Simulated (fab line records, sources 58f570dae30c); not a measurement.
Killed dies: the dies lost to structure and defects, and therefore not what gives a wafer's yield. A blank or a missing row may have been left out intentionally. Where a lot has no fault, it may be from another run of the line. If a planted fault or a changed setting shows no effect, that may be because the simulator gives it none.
fab line records    flow berkeleyCmos170
record: lots: 5  wafers: 23
route steps=331 shown V2@299 M3@310
startH: start of the lot's first displayed wafer, in hours after the record's first day    waitH: hours since the lot's step before    " same as the row above    L1.1+2: one row covering several wafers at once    - either no value or no given start    * or withheld: withheld    < > ~ a bound
route shown NAME@n: a module of which the file shows steps, and the number in the route of the first    usual: mean/standard deviation of fault-free wafers    same: alike in all rows    chamber/n: place in a boat    sites: readings site by site    _std_site: the values' standard deviation    _edge_site: mean of outer sites minus mean of inner sites    radiusMm: for every site, how far away it sits from the centre of the wafer    mask NAME#n: copy n    behind: the last tool/chamber to shape the wafer    hold: why the lot went on hold/how many hours it stayed there/how the hold came to an end    device: which transistor (n, p or np) failed to switch    end of line: the route-end tests of the same wafers    a step without rows: its recipe alone    killed: at the first sort, the dies lost to defects and structure; wafer yield is something else    map: shows each die of a wafer: x if killed, . if not, _ if none is there
set.NAME: the setting as run; set.NAME@STEP: as run at that earlier step    model.NAME: the simulator's own value behind a step, which no gauge read
lots with deliberately changed settings; one table per step, one row per wafer
== steps ==
step: UCB170_V2_COAT_07
recipe: resist: KrF  spinRpm: 1500  resistThkNm: 900
lot.wafer  tool           chamber  startH  waitH  set.resistThkNm  model.KrF_of_V2_COAT_07.thkNm
L075.2+3   lithoTrack-03  0        170.14  0.1    864.4            867.9
L075.4     "              0        "       "      900              902.2
L075.5     "              0        "       "      864.4            871.3
L075.6     "              0        "       "      900              900.4
L076.1     lithoTrack-02  0        178.24  0.1    900              899.5
L076.2     "              0        "       "      931.9            931.4
L076.4     "              0        "       "      900              899.7
L076.5     "              0        "       "      900              898
L076.6     "              0        "       "      931.9            930.2
L079.1     lithoTrack-03  0        178.40  0.1    900              903.8
L079.4     "              0        "       "      900              904.1
L079.6     "              0        "       "      900              902.9
L081.1     lithoTrack-03  0        185.22  0.1    929.3            930.7
L081.2     "              0        "       "      929.3            931.4
L081.3     "              0        "       "      900              904.9
L081.4     "              0        "       "      929.3            933.8
L081.5     "              0        "       "      900              903.1
L084.1     lithoTrack-02  0        195.35  0.1    900              898.5
L084.2     "              0        "       "      900              899.9
L084.3     "              0        "       "      900              900.7
L084.5     "              0        "       "      846.6            843.4
L084.6     "              0        "       "      846.6            844.1
step: UCB170_V2_SOFTBAKE_08
recipe: resist: KrF  tempC: 130  timeS: 60
step: UCB170_V2_EXPOSE_09
recipe: maskId: VIA2  targetCdNm: 700  na: 0.5  sigmaOuter: 0.6  sourceShape: conventional  doseMj: 37
step: UCB170_V2_ETCH_14
recipe: chemistry: CHF3/CF4/Ar  target: SiO2  stopOn: Al  CHF3_flow_sccm: 45  cf4FlowSccm: 15  Ar_flow_sccm: 150  pressureMtorr: 200  rfW: 700  targetDepthA: 12500  overEtchFrac: 0.25  timeS: 291
lot.wafer  tool        chamber  startH  waitH  set.resistThkNm@V2_COAT_07  model.KrF_of_V2_COAT_07.thkNm
L075.2     rieDiel-03  1        171.29  0.0    864.4                       561.6
L075.3     "           2        "       "      864.4                       575
L075.4     "           3        "       "      900                         596
L075.5     "           3        "       "      864.4                       564.5
L075.6     "           0        "       "      900                         618.4
L076.1     rieDiel-04  2        180.34  0.0    900                         620.5
L076.2     "           0        "       "      931.9                       632.2
L076.4     "           1        "       "      900                         602.8
L076.5     "           2        "       "      900                         620
L076.6     "           3        "       "      931.9                       650.1
L079.1     rieDiel-03  2        180.62  0.0    900                         616.8
L079.4     "           1        "       "      900                         605.7
L079.6     "           0        "       "      900                         627.9
L081.1     rieDiel-04  3        186.12  0.0    929.3                       648.2
L081.2     "           2        "       "      929.3                       648.6
L081.3     "           1        "       "      900                         605.6
L081.4     "           0        "       "      929.3                       635
L081.5     "           2        "       "      900                         621.5
L084.1     rieDiel-04  0        196.53  0.0    900                         597.7
L084.2     "           2        "       "      900                         621.3
L084.3     "           3        "       "      900                         618.2
L084.5     "           2        "       "      846.6                       562.6
L084.6     "           1        "       "      846.6                       547.4
step: UCB170_V2_STRIP_15
recipe: chemistry: O2  powerW: 400  pressureMtorr: 3500  platenTempC: withheld  o2FlowSccm: 400  overashFraction: 0.5
usual: stripTimeToEndpointS: 15.32/0.23
lot.wafer  tool            chamber  startH  waitH  set.resistThkNm@V2_COAT_07  stripTimeToEndpointS
L075.2     plasmaAsher-03  0        171.47  0.1    864.4                       14.15
L075.3     "               1        "       "      864.4                       14.49
L075.4     "               0        "       "      900                         14.98
L075.5     "               1        "       "      864.4                       14.23
L075.6     "               0        "       "      900                         15.54
L076.1     plasmaAsher-03  0        180.52  0.1    900                         15.56
L076.2     "               1        "       "      931.9                       15.82
L076.4     "               0        "       "      900                         15.13
L076.5     "               0        "       "      900                         15.55
L076.6     "               1        "       "      931.9                       16.21
L079.1     plasmaAsher-02  0        180.80  0.1    900                         15.48
L079.4     "               0        "       "      900                         15.20
L079.6     "               1        "       "      900                         15.72
L081.1     plasmaAsher-03  1        186.30  0.1    929.3                       16.13
L081.2     "               0        "       "      929.3                       16.16
L081.3     "               1        "       "      900                         15.21
L081.4     "               0        "       "      929.3                       15.83
L081.5     "               0        "       "      900                         15.59
L084.1     plasmaAsher-02  0        196.71  0.1    900                         15.03
L084.2     "               1        "       "      900                         15.56
L084.3     "               1        "       "      900                         15.52
L084.5     "               0        "       "      846.6                       14.19
L084.6     "               1        "       "      846.6                       13.82
step: UCB170_M3_SPUTTER_01
recipe: material: Al  targetThkNm: 900  timeS: 120  powerW: 6000  chamberPressurePa: 0.5
lot.wafer  tool           chamber  startH  waitH  set.powerW  model.Al_of_M3_SPUTTER_01.thkNm
L075.2     pvdSputter-02  -        171.76  0.0    6667        1010
L075.3     "              -        "       "      6000        905.7
L075.4     "              -        "       "      6667        1009
L075.5     "              -        "       "      6000        916.9
L075.6     "              -        "       "      6000        906.7
L076.1     pvdSputter-04  -        180.85  0.0    6000        903.6
L076.2     "              -        "       "      6328        935.3
L076.4     "              -        "       "      6328        937.4
L076.5     "              -        "       "      6000        890.6
L076.6     "              -        "       "      6328        931.6
L079.1     pvdSputter-02  -        181.09  0.0    6000        915.8
L079.4     "              -        "       "      6000        906.5
L079.6     "              -        "       "      6000        907.6
L081.1     pvdSputter-04  -        186.58  0.0    6395        956.8
L081.2     "              -        "       "      6000        907.7
L081.3     "              -        "       "      6000        893.9
L081.4     "              -        "       "      6395        965.6
L081.5     "              -        "       "      6395        968
L084.1     pvdSputter-02  -        196.99  0.0    6213        932.1
L084.2     "              -        "       "      6213        925.9
L084.3     "              -        "       "      6000        902.7
L084.5     "              -        "       "      6213        931.2
L084.6     "              -        "       "      6000        884.6
step: UCB170_M3_RS_MEAS_02
recipe: thkMeasGauge: four-point-probe  reads: Al_of_M3_SPUTTER_01
usual: M3_AL_RS: 0.0322/0.0004
lot.wafer  tool          chamber  startH  waitH  set.powerW@M3_SPUTTER_01  M3_AL_RS[ohm/sq]
L075.2     filmMetro-02  -        171.92  0.1    6667                      0.0286
L075.3     "             -        "       "      6000                      0.0319
L075.4     "             -        "       "      6667                      0.0286
L075.5     "             -        "       "      6000                      0.0316
L075.6     "             -        "       "      6000                      0.0319
L076.1     filmMetro-02  -        180.93  0.0    6000                      0.0321
L076.2     "             -        "       "      6328                      0.0309
L076.4     "             -        "       "      6328                      0.0308
L076.5     "             -        "       "      6000                      0.0324
L076.6     "             -        "       "      6328                      0.0311
L079.1     filmMetro-01  -        181.17  0.0    6000                      0.0316
L079.4     "             -        "       "      6000                      0.0319
L079.6     "             -        "       "      6000                      0.0319
L081.1     filmMetro-01  -        186.67  0.0    6395                      0.0302
L081.2     "             -        "       "      6000                      0.0318
L081.3     "             -        "       "      6000                      0.0323
L081.4     "             -        "       "      6395                      0.0299
L081.5     "             -        "       "      6395                      0.0298
L084.1     filmMetro-03  -        197.08  0.0    6213                      0.0311
L084.2     "             -        "       "      6213                      0.0313
L084.3     "             -        "       "      6000                      0.0321
L084.5     "             -        "       "      6213                      0.0311
L084.6     "             -        "       "      6000                      0.0328
step: UCB170_M3_THK_MEAS_03
recipe: thkMeasGauge: xrf  reads: Al_of_M3_SPUTTER_01
usual: M3_AL_THK: 919/12
lot.wafer  tool          chamber  startH  waitH  set.powerW@M3_SPUTTER_01  M3_AL_THK[nm]
L075.2     filmMetro-02  -        172.03  0.1    6667                      1031
L075.3     "             -        "       "      6000                      925
L075.4     "             -        "       "      6667                      1029
L075.5     "             -        "       "      6000                      938
L075.6     "             -        "       "      6000                      921
L076.1     filmMetro-02  -        181.05  0.1    6000                      926
L076.2     "             -        "       "      6328                      957
L076.4     "             -        "       "      6328                      960
L076.5     "             -        "       "      6000                      910
L076.6     "             -        "       "      6328                      946
L079.1     filmMetro-01  -        181.29  0.1    6000                      939
L079.4     "             -        "       "      6000                      930
L079.6     "             -        "       "      6000                      927
L081.1     filmMetro-01  -        186.79  0.1    6395                      984
L081.2     "             -        "       "      6000                      935
L081.3     "             -        "       "      6000                      921
L081.4     "             -        "       "      6395                      990
L081.5     "             -        "       "      6395                      996
L084.1     filmMetro-03  -        197.20  0.1    6213                      946
L084.2     "             -        "       "      6213                      942
L084.3     "             -        "       "      6000                      913
L084.5     "             -        "       "      6213                      938
L084.6     "             -        "       "      6000                      894
step: UCB170_M3_PEB_13
recipe: pebTempC: 130  pebTimeS: withheld  resist: KrF
lot.wafer   tool           chamber  startH  waitH  set.pebTempC
L075.2+4+5  lithoTrack-04  0        175.05  0.5    127.4
L075.3+6    "              0        "       "      130
L076.1+2+5  lithoTrack-03  0        183.50  0.3    130
L076.4+6    "              0        "       "      128.1
L079.1+4+6  lithoTrack-02  0        183.54  0.1    130
L081.1+2+3  lithoTrack-03  0        188.26  0.2    127.7
L081.4+5    "              0        "       "      130
L084.1+6    lithoTrack-04  0        198.94  0.3    127.9
L084.2+3+5  "              0        "       "      130
step: UCB170_M3_DEVELOP_14
recipe: developer: TMAH  developTimeS: 45  resist: KrF  devTempC: 21
step: UCB170_M3_CD_MEAS_15
recipe: targetCdNm: 700
usual: cdNm: 700.2/1.4
lot.wafer  tool      chamber  startH  waitH  set.pebTempC@M3_PEB_13  cdNm
L075.2     cdSem-01  -        175.34  -      127.4                   721.1
L075.3     "         -        "       "      130                     701.6
L075.4     "         -        "       "      127.4                   721.0
L075.5     "         -        "       "      127.4                   721.5
L075.6     "         -        "       "      130                     702.1
L076.1     cdSem-02  -        183.77  -      130                     700.4
L076.2     "         -        "       "      130                     701.0
L076.4     "         -        "       "      128.1                   714.1
L076.5     "         -        "       "      130                     700.4
L076.6     "         -        "       "      128.1                   714.1
L079.1     cdSem-01  -        183.81  -      130                     698.3
L079.4     "         -        "       "      130                     699.8
L079.6     "         -        "       "      130                     699.6
L081.1     cdSem-02  -        188.54  -      127.7                   716.2
L081.2     "         -        "       "      127.7                   717.6
L081.3     "         -        "       "      127.7                   716.8
L081.4     "         -        "       "      130                     701.5
L081.5     "         -        "       "      130                     700.4
L084.1     cdSem-01  -        199.21  -      127.9                   713.9
L084.2     "         -        "       "      130                     697.8
L084.3     "         -        "       "      130                     699.4
L084.5     "         -        "       "      130                     699.2
L084.6     "         -        "       "      127.9                   714.4
step: UCB170_M3_ETCH_17
recipe: chemistry: N2/H2  targetDepthA: withheld  overetchA: withheld  target: BARC  timeS: withheld  sourceW: 500  biasW: 100  pressureMtorr: 30  n2FlowSccm: 100  h2FlowSccm: 200
lot.wafer  tool        chamber  startH  waitH  set.pebTempC@M3_PEB_13  model.M3.cdNm
L075.2     rieDiel-02  1        175.47  0.0    127.4                   720.2
L075.3     "           0        "       "      130                     701.6
L075.4     "           2        "       "      127.4                   721.7
L075.5     "           3        "       "      127.4                   721.3
L075.6     "           2        "       "      130                     702.3
L076.1     rieDiel-04  0        183.93  0.0    130                     699.3
L076.2     "           2        "       "      130                     700.7
L076.4     "           3        "       "      128.1                   713.2
L076.5     "           1        "       "      130                     701.3
L076.6     "           0        "       "      128.1                   712.6
L079.1     rieDiel-02  2        183.97  0.0    130                     698.9
L079.4+6   "           1,3      "       "      130                     698.3
L081.1     rieDiel-04  1        188.69  0.0    127.7                   717
L081.2     "           2        "       "      127.7                   717.1
L081.3     "           3        "       "      127.7                   716.4
L081.4+5   "           0,2      "       "      130                     699.9
L084.1     rieDiel-02  3        199.37  0.0    127.9                   712.3
L084.2     "           0        "       "      130                     697.7
L084.3     "           2        "       "      130                     699.2
L084.5     "           3        "       "      130                     697.6
L084.6     "           2        "       "      127.9                   714.2
step: UCB170_M3_METAL_ETCH_18
recipe: chemistry: Cl2/BCl3  target: Al  stopOn: SiO2  pressureMtorr: 12  targetDepthA: 11700  overEtchFrac: 0.3  timeS: 195  icpW: 600  biasW: 120  Cl2_flow_sccm: 90  bcl3FlowSccm: 45
lot.wafer  tool         chamber  startH  waitH  set.overEtchFrac  set.pebTempC@M3_PEB_13  model.M3.cdNm
L075.2     rieMetal-02  1        175.58  -      0.355             127.4                   722
L075.3     "            1        "       "      0.3               130                     703.9
L075.4     "            1        "       "      0.355             127.4                   722.1
L075.5     "            1        "       "      0.3               127.4                   724.3
L075.6     "            1        "       "      0.355             130                     703.3
L076.1     rieMetal-01  1        183.97  -      0.3               130                     693.4
L076.2     "            0        "       "      0.3288            130                     692.6
L076.4     "            0        "       "      0.3               128.1                   710.3
L076.5     "            1        "       "      0.3288            130                     695.9
L076.6     "            0        "       "      0.3               128.1                   709.6
L079.1     rieMetal-02  1        184.01  -      0.3               130                     695.9
L079.4     "            1        "       "      0.3               130                     699.6
L079.6     "            1        "       "      0.3               130                     699.4
L081.1     rieMetal-01  1        188.73  -      0.2466            127.7                   715.3
L081.2     "            0        "       "      0.3               127.7                   711
L081.3     "            0        "       "      0.2466            127.7                   711.6
L081.4     "            1        "       "      0.3               130                     695.4
L081.5     "            1        "       "      0.2466            130                     694.2
L084.1     rieMetal-01  1        199.41  -      0.3               127.9                   708.1
L084.2     "            0        "       "      0.3               130                     692.6
L084.3     "            1        "       "      0.3468            130                     693.9
L084.5     "            1        "       "      0.3468            130                     691.5
L084.6     "            0        "       "      0.3               127.9                   710.4
step: UCB170_M3_STRIP_19
recipe: chemistry: O2  powerW: 400  pressureMtorr: 3500  platenTempC: withheld  o2FlowSccm: 400  overashFraction: 0.5
step: UCB170_M3_CD_MEAS_90
recipe: targetCdNm: 700
usual: cdNm: 700/4.9
lot.wafer  tool      chamber  startH  waitH  set.pebTempC@M3_PEB_13  cdNm
L075.2     cdSem-01  -        176.01  0.1    127.4                   722
L075.3     "         -        "       "      130                     704
L075.4     "         -        "       "      127.4                   722
L075.5     "         -        "       "      127.4                   724
L075.6     "         -        "       "      130                     703
L076.1     cdSem-02  -        184.26  0.1    130                     693
L076.2     "         -        "       "      130                     693
L076.4     "         -        "       "      128.1                   710
L076.5     "         -        "       "      130                     696
L076.6     "         -        "       "      128.1                   710
L079.1     cdSem-02  -        184.48  0.1    130                     696
L079.4     "         -        "       "      130                     700
L079.6     "         -        "       "      130                     700
L081.1     cdSem-02  -        189.02  0.1    127.7                   715
L081.2     "         -        "       "      127.7                   711
L081.3     "         -        "       "      127.7                   712
L081.4     "         -        "       "      130                     695
L081.5     "         -        "       "      130                     694
L084.1     cdSem-02  -        199.70  0.1    127.9                   708
L084.2     "         -        "       "      130                     693
L084.3     "         -        "       "      130                     694
L084.5     "         -        "       "      130                     691
L084.6     "         -        "       "      127.9                   711
== key ==
split: step: UCB170_V2_COAT_07  setting: resistThkNm  stated: 900  by: wafer
response: step: UCB170_V2_COAT_07  reading: model.KrF_of_V2_COAT_07.thkNm  change: +8.96  per: 1%  r: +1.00
response: step: UCB170_V2_ETCH_14  reading: model.KrF_of_V2_COAT_07.thkNm  change: +9.36  per: 1%  r: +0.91
response: step: UCB170_V2_STRIP_15  reading: stripTimeToEndpointS  change: *  per: 1%  r: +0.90
split: step: UCB170_M3_SPUTTER_01  setting: powerW  stated: 6000  by: wafer
response: step: UCB170_M3_SPUTTER_01  reading: model.Al_of_M3_SPUTTER_01.thkNm  change: +8.87  per: 1%  r: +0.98
response: step: UCB170_M3_RS_MEAS_02  reading: M3_AL_RS  change: -0.000293  per: 1%  r: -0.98
response: step: UCB170_M3_THK_MEAS_03  reading: M3_AL_THK  change: +8.99  per: 1%  r: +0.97
split: step: UCB170_M3_PEB_13  setting: pebTempC  stated: 130  by: wafer
response: step: UCB170_M3_CD_MEAS_15  reading: cdNm  change: -9.38  per: 1%  r: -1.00
response: step: UCB170_M3_ETCH_17  reading: model.M3.cdNm  change: -9.34  per: 1%  r: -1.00
response: step: UCB170_M3_METAL_ETCH_18  reading: model.M3.cdNm  change: -10.1  per: 1%  r: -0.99
response: step: UCB170_M3_CD_MEAS_90  reading: cdNm  change: -10.1  per: 1%  r: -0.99
split: step: UCB170_M3_METAL_ETCH_18  setting: overEtchFrac  stated: 0.3  by: wafer
response none clear
